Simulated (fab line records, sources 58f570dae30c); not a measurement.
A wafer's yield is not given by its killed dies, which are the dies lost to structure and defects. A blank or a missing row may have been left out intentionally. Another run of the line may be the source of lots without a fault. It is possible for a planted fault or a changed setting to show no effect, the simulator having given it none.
Which of the tools did it? | flow berkeleyCmos170 | 42 wafers from 14 lots sampled at 5 of the route's 331 steps

WHAT THE GAUGES SHOWED, per wafer
UCB170_GATE_THK_MEAS_02.
lot  | measured     | on           | GATE_OXIDE_THK (nm)
L867 | day 7 01:22  | filmMetro-02 | 6.42 6.53 6.66
L868 | day 7 01:23  | filmMetro-01 | 6.56 6.48 6.28
L870 | day 7 09:42  | filmMetro-02 | 6.53 6.54 6.49
L869 | day 7 09:41  | filmMetro-03 | 6.60 6.58 6.66
L871 | day 7 18:50  | filmMetro-03 | 6.46 6.53 6.54
L874 | day 8 23:00  | filmMetro-03 | 6.49 6.42 6.49
L875 | day 8 22:59  | filmMetro-01 | 6.36 6.36 6.40
L881 | day 9 23:53  | filmMetro-03 | 6.75 6.76 6.75
L883 | day 10 10:50 | filmMetro-01 | 6.70 6.62 6.64
L885 | day 10 20:52 | filmMetro-03 | 6.76 6.63 6.64
L887 | day 11 08:01 | filmMetro-03 | 6.76 6.72 6.70
L888 | day 11 20:40 | filmMetro-03 | 6.58 6.81 6.63
L889 | day 11 20:38 | filmMetro-01 | 6.72 6.75 6.81
L890 | day 12 07:56 | filmMetro-01 | 6.57 6.48 6.60

UCB170_PLDD_OVL_MEAS_07.
lot  | measured     | on         | PLDD_OVL (nm)
L867 | day 7 13:01  | overlay-02 | -9 -16 -5
L868 | day 7 12:45  | overlay-01 | 3 4 -1
L870 | day 7 22:30  | overlay-02 | -3 -7 -1
L869 | day 7 21:47  | overlay-01 | -4 -4 -7
L871 | day 8 05:14  | overlay-02 | -9 -5 -2
L874 | day 9 07:27  | overlay-02 | -4 5 0
L875 | day 9 07:43  | overlay-01 | -1 -8 -7
L881 | day 10 10:49 | overlay-02 | -8 -4 0
L883 | day 11 00:10 | overlay-02 | -11 -9 -12
L885 | day 11 06:11 | overlay-02 | -4 -7 -8
L887 | day 12 00:16 | overlay-02 | 6 -7 5
L888 | day 12 13:51 | overlay-02 | -8 -3 -7
L889 | day 12 14:07 | overlay-02 | -3 -9 1
L890 | day 12 20:10 | overlay-01 | -4 -2 -11

UCB170_CONTACT_THK_MEAS_02.
lot  | measured     | on           | CONTACT_PSG_THK (nm)
L867 | day 8 05:32  | filmMetro-02 | 680 681 686
L868 | day 8 07:11  | filmMetro-03 | 669 669 664
L870 | day 8 14:40  | filmMetro-03 | 683 689 685
L869 | day 8 15:01  | filmMetro-01 | 671 668 670
L871 | day 9 00:17  | filmMetro-01 | 662 668 666
L874 | day 10 01:41 | filmMetro-03 | 674 680 675
L875 | day 10 03:00 | filmMetro-01 | 672 673 671
L881 | day 11 06:16 | filmMetro-01 | 686 680 680
L883 | day 11 16:58 | filmMetro-01 | 670 679 677
L885 | day 12 05:00 | filmMetro-01 | 682 676 675
L887 | day 12 23:32 | filmMetro-02 | 673 677 682
L888 | day 13 07:26 | filmMetro-03 | 681 674 677
L889 | day 13 08:20 | filmMetro-01 | 688 682 682
L890 | day 13 17:28 | filmMetro-01 | 678 685 681

EACH LOT AND THE TOOL THAT RAN IT (in order: tool; ch and the chambers of the sampled wafers; start)
lot  | UCB170_ZERO_COAT_01             | UCB170_ZERO_STRIP_07
L867 | lithoTrack-04 ch 0, day 2 00:06 | plasmaAsher-01 ch 0,1, day 2 00:47
L868 | lithoTrack-01 ch 0, day 2 00:14 | plasmaAsher-04 ch 0,1, day 2 01:04
L870 | lithoTrack-04 ch 0, day 2 07:43 | plasmaAsher-02 ch 0,1, day 2 08:59
L869 | lithoTrack-03 ch 0, day 2 07:56 | plasmaAsher-04 ch 0,1, day 2 09:16
L871 | lithoTrack-04 ch 0, day 2 17:47 | plasmaAsher-04 ch 0,1, day 2 18:37
L874 | lithoTrack-03 ch 0, day 3 08:55 | plasmaAsher-01 ch 0,1, day 3 09:44
L875 | lithoTrack-03 ch 0, day 3 16:22 | plasmaAsher-02 ch 0,1, day 3 17:53
L881 | lithoTrack-04 ch 0, day 4 15:46 | plasmaAsher-01 ch 0,1, day 4 16:27
L883 | lithoTrack-04 ch 0, day 5 03:52 | plasmaAsher-04 ch 1, day 5 05:37
L885 | lithoTrack-01 ch 0, day 5 13:00 | plasmaAsher-02 ch 0,1, day 5 13:43
L887 | lithoTrack-04 ch 0, day 6 04:49 | plasmaAsher-04 ch 0,1, day 6 05:32
L888 | lithoTrack-04 ch 0, day 6 11:42 | plasmaAsher-01 ch 0,1, day 6 12:32
L889 | lithoTrack-03 ch 0, day 6 11:43 | plasmaAsher-02 ch 0,1, day 6 12:46
L890 | lithoTrack-04 ch 0, day 6 17:29 | plasmaAsher-04 ch 0, day 6 19:05
- UCB170_ZERO_COAT_01: resist thk 900 nm.
- UCB170_ZERO_STRIP_07: strips in O2.

AS READ BY THE TOOLS THEMSELVES (means over the sampled wafers that have a number; for cases with no such wafer, the mark the record gives instead)
UCB170_ZERO_STRIP_07.
lot  | tool           | drypumpMotorCurrentA (A) | oesProductAu (a.u.) | stripTimeToEndpointS (s)
L867 | plasmaAsher-01 | 5.6                      | 0.734               | 21.50
L868 | plasmaAsher-04 | 5.6                      | 0.725               | 21.53
L870 | plasmaAsher-02 | 5.5                      | 0.731               | 21.46
L869 | plasmaAsher-04 | 5.6                      | 0.729               | 21.50
L871 | plasmaAsher-04 | 5.8                      | 0.724               | 21.47
L874 | plasmaAsher-01 | 5.6                      | 0.735               | 24.85
L875 | plasmaAsher-02 | 5.7                      | 0.729               | 24.83
L881 | plasmaAsher-01 | 5.6                      | 0.725               | 21.45
L883 | plasmaAsher-04 | 6.0                      | 0.725               | 21.52
L885 | plasmaAsher-02 | 5.7                      | 0.728               | 21.48
L887 | plasmaAsher-04 | 5.8                      | 0.729               | 21.44
L888 | plasmaAsher-01 | 5.6                      | 0.724               | 21.52
L889 | plasmaAsher-02 | 5.7                      | 0.727               | 21.46
L890 | plasmaAsher-04 | 5.4                      | 0.729               | 21.49

THE ANSWER, worked out from the rows above alone
Rule: the usual values come from the lots themselves. Put in order of their means at a reading, lots are off if they are a third of the lots or fewer, leave a main group of 4 or more, and stand apart from it by a gap of 3 or more times the standard deviation of the main group's means; of several such gaps the widest counts. If all means in a main group match to the digits the tables above print for the reading, that group is not used. Also off: a lot with no number at a reading for which 4 or more lots have one. All remaining lots with rows at the step are treated as sound. Order of review: gauges by route order, followed by the tools' own readings, for which a lot's mean as printed above is used. The first step at which some lot is off is used, and at that step the reading that is off furthest; a lot without a number counts as furthest.
Off: L874, L875 (UCB170_ZERO_STRIP_07, stripTimeToEndpointS). For the main group the mean is 21.48 s and the standard deviation 0.028.
A tool fits if, at that step or a process step before it, it ran every lot that is off, and no sound lot after the first of them. No candidate that was tried fits.

WHAT THE SIMULATOR HAD INSERTED
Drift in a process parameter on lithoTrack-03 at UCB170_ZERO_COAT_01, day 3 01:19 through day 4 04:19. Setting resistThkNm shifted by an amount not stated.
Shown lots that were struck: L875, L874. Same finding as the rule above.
